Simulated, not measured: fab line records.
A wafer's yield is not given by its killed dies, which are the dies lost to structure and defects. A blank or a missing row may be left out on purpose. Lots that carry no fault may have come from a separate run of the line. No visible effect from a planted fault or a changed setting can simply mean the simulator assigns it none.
Matching of chambers | flow rit cmos | pecvd-04 running RIT_CONTACT_CVD_00: 3 sister chambers
The step deposits SiO2 from TEOS, target thk 400 nm, time 61 s. 14 wafers are shown with their chamber, then 7 later ones without.

## EACH WAFER AND ITS CHAMBER
wafer  | chamber | heater power w (W) | susceptor temp C (C)
L522.1 | 2       | 325                | 390.25
L522.4 | 1       | 288                | 390.00
L522.5 | 2       | 340                | 389.87
L525.1 | 0       | 344                | 390.20
L525.3 | 0       | 343                | 390.33
L525.5 | 0       | 252                | 390.10
L528.4 | 0       | 333                | 389.85
L528.5 | 2       | 302                | 390.32
L528.6 | 0       | 340                | 390.03
L531.1 | 2       | 362                | 390.05
L531.3 | 0       | 334                | 390.00
L531.5 | 0       | 338                | 389.85
L534.2 | 0       | 266                | 389.98
L534.4 | 1       | 305                | 389.98

SIGNATURES (averages over the wafers above)
reading          | chamber 0 | chamber 1 | chamber 2 | scatter within a chamber
heater power w   | 318.75    | 296.50    | 332.25    | 32.7
susceptor temp C | 390.0425  | 389.9900  | 390.1225  | 0.169
Rule: a wafer lies at a distance from a chamber equal to the root of the sum of squares, over the readings, of (its reading less the chamber's mean, divided by the reading's scatter). If the next closest chamber is less than 2 further off than the closest, the wafer can't be placed; otherwise it belongs to the closest. The scatter: take each reading less its chamber's mean, square it, sum over the shown wafers, divide by the number of wafers less the number of chambers, and take the root.

## WAFERS WITH NO CHAMBER GIVEN
wafer  | heater power w (W) | susceptor temp C (C)
L534.5 | 289                | 389.90
L540.2 | 305                | 389.87
L540.3 | 349                | 389.56
L540.4 | 315                | 389.81
L543.3 | 387                | 389.95
L543.4 | 315                | 390.12
L543.5 | 312                | 390.24

## CHAMBER TAKEN BY EACH
wafer  | from the rows above          | in truth
L534.5 | can't be placed: 1 or 0 or 2 | 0
L540.2 | can't be placed: 1 or 0 or 2 | 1
L540.3 | can't be placed: 0 or 1 or 2 | 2
L540.4 | can't be placed: 1 or 0 or 2 | 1
L543.3 | can't be placed: 2 or 0 or 1 | 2
L543.4 | can't be placed: 0 or 2 or 1 | 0
L543.5 | can't be placed: 2 or 0 or 1 | 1
Correctly placed: 0 of 7. These rows do not allow placing 7 (true chamber among the candidates in 7). Number placed wrongly: 0.
